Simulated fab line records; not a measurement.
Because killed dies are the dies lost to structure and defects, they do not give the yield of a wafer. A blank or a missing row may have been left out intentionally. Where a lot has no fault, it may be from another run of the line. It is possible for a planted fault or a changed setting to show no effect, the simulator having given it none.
Split-lot experiment || flow berkeley-cmos170 || route with 331 steps; 5 lots, 23 wafers read

SPLIT DETAILS
At UCB170_M3_COAT_05 (resist thk 900 nm), the setting resist-thk-nm was moved away from the recipe's 900 nm on 5 of the 23 wafers read, by -1.9% to +2.3%. For the rest of the wafers, this setting stayed at what the recipe calls for.

The reading is taken at the split's own step.

THE READING
KrF_of_M3_COAT_05.thk-nm (the simulator's own value, which no gauge read), in nm, at UCB170_M3_COAT_05 (resist thk 900 nm). There is no usual value for it anywhere in the file. Here, 18 wafers ran the recipe; their average is 900.3 nm with a standard deviation of 2.1 nm.

{"wafer": "L076.1", "tool, chamber at the split": "litho-track-04, 0", "resist-thk-nm as run, nm": 883, "against the recipe": "-1.9%", "KrF_of_M3_COAT_05.thk-nm, nm": 883.8, "against lot-mates on the recipe": -16.5}
{"wafer": "L076.3", "tool, chamber at the split": "litho-track-04, 0", "resist-thk-nm as run, nm": 900, "against the recipe": "recipe", "KrF_of_M3_COAT_05.thk-nm, nm": 898.4, "against lot-mates on the recipe": "-"}
{"wafer": "L076.4", "tool, chamber at the split": "litho-track-04, 0", "resist-thk-nm as run, nm": 883, "against the recipe": "-1.9%", "KrF_of_M3_COAT_05.thk-nm, nm": 883.7, "against lot-mates on the recipe": -16.6}
{"wafer": "L076.5", "tool, chamber at the split": "litho-track-04, 0", "resist-thk-nm as run, nm": 900, "against the recipe": "recipe", "KrF_of_M3_COAT_05.thk-nm, nm": 900.1, "against lot-mates on the recipe": "-"}
{"wafer": "L076.6", "tool, chamber at the split": "litho-track-04, 0", "resist-thk-nm as run, nm": 900, "against the recipe": "recipe", "KrF_of_M3_COAT_05.thk-nm, nm": 902.5, "against lot-mates on the recipe": "-"}
{"wafer": "L075.2", "tool, chamber at the split": "litho-track-03, 0", "resist-thk-nm as run, nm": 900, "against the recipe": "recipe", "KrF_of_M3_COAT_05.thk-nm, nm": 901.2, "against lot-mates on the recipe": "-"}
{"wafer": "L075.3", "tool, chamber at the split": "litho-track-03, 0", "resist-thk-nm as run, nm": 900, "against the recipe": "recipe", "KrF_of_M3_COAT_05.thk-nm, nm": 906.3, "against lot-mates on the recipe": "-"}
{"wafer": "L075.4", "tool, chamber at the split": "litho-track-03, 0", "resist-thk-nm as run, nm": 900, "against the recipe": "recipe", "KrF_of_M3_COAT_05.thk-nm, nm": 901.4, "against lot-mates on the recipe": "-"}
{"wafer": "L075.5", "tool, chamber at the split": "litho-track-03, 0", "resist-thk-nm as run, nm": 900, "against the recipe": "recipe", "KrF_of_M3_COAT_05.thk-nm, nm": 901.3, "against lot-mates on the recipe": "-"}
{"wafer": "L075.6", "tool, chamber at the split": "litho-track-03, 0", "resist-thk-nm as run, nm": 900, "against the recipe": "recipe", "KrF_of_M3_COAT_05.thk-nm, nm": 900.9, "against lot-mates on the recipe": "-"}
{"wafer": "L077.1", "tool, chamber at the split": "litho-track-02, 0", "resist-thk-nm as run, nm": 900, "against the recipe": "recipe", "KrF_of_M3_COAT_05.thk-nm, nm": 899.7, "against lot-mates on the recipe": "-"}
{"wafer": "L077.2", "tool, chamber at the split": "litho-track-02, 0", "resist-thk-nm as run, nm": 900, "against the recipe": "recipe", "KrF_of_M3_COAT_05.thk-nm, nm": 901.5, "against lot-mates on the recipe": "-"}
{"wafer": "L077.3", "tool, chamber at the split": "litho-track-02, 0", "resist-thk-nm as run, nm": 900, "against the recipe": "recipe", "KrF_of_M3_COAT_05.thk-nm, nm": 897.4, "against lot-mates on the recipe": "-"}
{"wafer": "L077.4", "tool, chamber at the split": "litho-track-02, 0", "resist-thk-nm as run, nm": 900, "against the recipe": "recipe", "KrF_of_M3_COAT_05.thk-nm, nm": 900.3, "against lot-mates on the recipe": "-"}
{"wafer": "L077.6", "tool, chamber at the split": "litho-track-02, 0", "resist-thk-nm as run, nm": 900, "against the recipe": "recipe", "KrF_of_M3_COAT_05.thk-nm, nm": 898.1, "against lot-mates on the recipe": "-"}
{"wafer": "L078.1", "tool, chamber at the split": "litho-track-04, 0", "resist-thk-nm as run, nm": 921.1, "against the recipe": "+2.3%", "KrF_of_M3_COAT_05.thk-nm, nm": 925.1, "against lot-mates on the recipe": "+23.8"}
{"wafer": "L078.2", "tool, chamber at the split": "litho-track-04, 0", "resist-thk-nm as run, nm": 921.1, "against the recipe": "+2.3%", "KrF_of_M3_COAT_05.thk-nm, nm": 921.5, "against lot-mates on the recipe": "+20.2"}
{"wafer": "L078.4", "tool, chamber at the split": "litho-track-04, 0", "resist-thk-nm as run, nm": 921.1, "against the recipe": "+2.3%", "KrF_of_M3_COAT_05.thk-nm, nm": 924.6, "against lot-mates on the recipe": "+23.3"}
{"wafer": "L078.5", "tool, chamber at the split": "litho-track-04, 0", "resist-thk-nm as run, nm": 900, "against the recipe": "recipe", "KrF_of_M3_COAT_05.thk-nm, nm": 902.5, "against lot-mates on the recipe": "-"}
{"wafer": "L078.6", "tool, chamber at the split": "litho-track-04, 0", "resist-thk-nm as run, nm": 900, "against the recipe": "recipe", "KrF_of_M3_COAT_05.thk-nm, nm": 900.1, "against lot-mates on the recipe": "-"}
{"wafer": "L085.3", "tool, chamber at the split": "litho-track-02, 0", "resist-thk-nm as run, nm": 900, "against the recipe": "recipe", "KrF_of_M3_COAT_05.thk-nm, nm": 898.4, "against lot-mates on the recipe": "-"}
{"wafer": "L085.4", "tool, chamber at the split": "litho-track-02, 0", "resist-thk-nm as run, nm": 900, "against the recipe": "recipe", "KrF_of_M3_COAT_05.thk-nm, nm": 897.6, "against lot-mates on the recipe": "-"}
{"wafer": "L085.5", "tool, chamber at the split": "litho-track-02, 0", "resist-thk-nm as run, nm": 900, "against the recipe": "recipe", "KrF_of_M3_COAT_05.thk-nm, nm": 898.2, "against lot-mates on the recipe": "-"}

THE FIT
A straight line over all 23 wafers: KrF_of_M3_COAT_05.thk-nm changes by +9.58 nm for each +1% of resist-thk-nm; r = +0.98; the points scatter about the line by 2.1 nm.
The same after taking each lot's own level away (the mean of its wafers on the recipe; 23 wafers): +9.31 nm for each +1%; r = +0.99; scatter 1.6 nm.
That fit puts the effect of the largest move of resist-thk-nm on the reading at 22 nm.
Across the lots, their own levels run from 898.07 to 902.22 nm, a range of 1.9 times the standard deviation given above.
Consequently the slope shifts little with the lot-to-lot level, the two slopes agreeing.
Check: +21.4 nm against its lot-mates is what the line predicts for one of the wafers moved furthest among these (+2.3%) when that wafer is left out of the fit. Against them it came out at +23.8 nm.

THE WHOLE CHAIN: every reading that the file lists as answering this split, in the file's order
{"step": "UCB170_M3_COAT_05", "what it does": "resist thk 900 nm", "reading": "KrF_of_M3_COAT_05.thk-nm (the simulator's own value, which no gauge read)", "change (the file's fit)": "+9.26 nm for each +1% of the setting", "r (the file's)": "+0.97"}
{"step": "UCB170_M3_STRIP_07", "what it does": "strips in O2", "reading": "strip-time-to-endpoint-s", "change (the file's fit)": "withheld for each +1% of the setting", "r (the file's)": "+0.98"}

FILE'S OWN FIT
KrF_of_M3_COAT_05.thk-nm changes by +9.26 nm for each +1% of resist-thk-nm, r = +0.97.
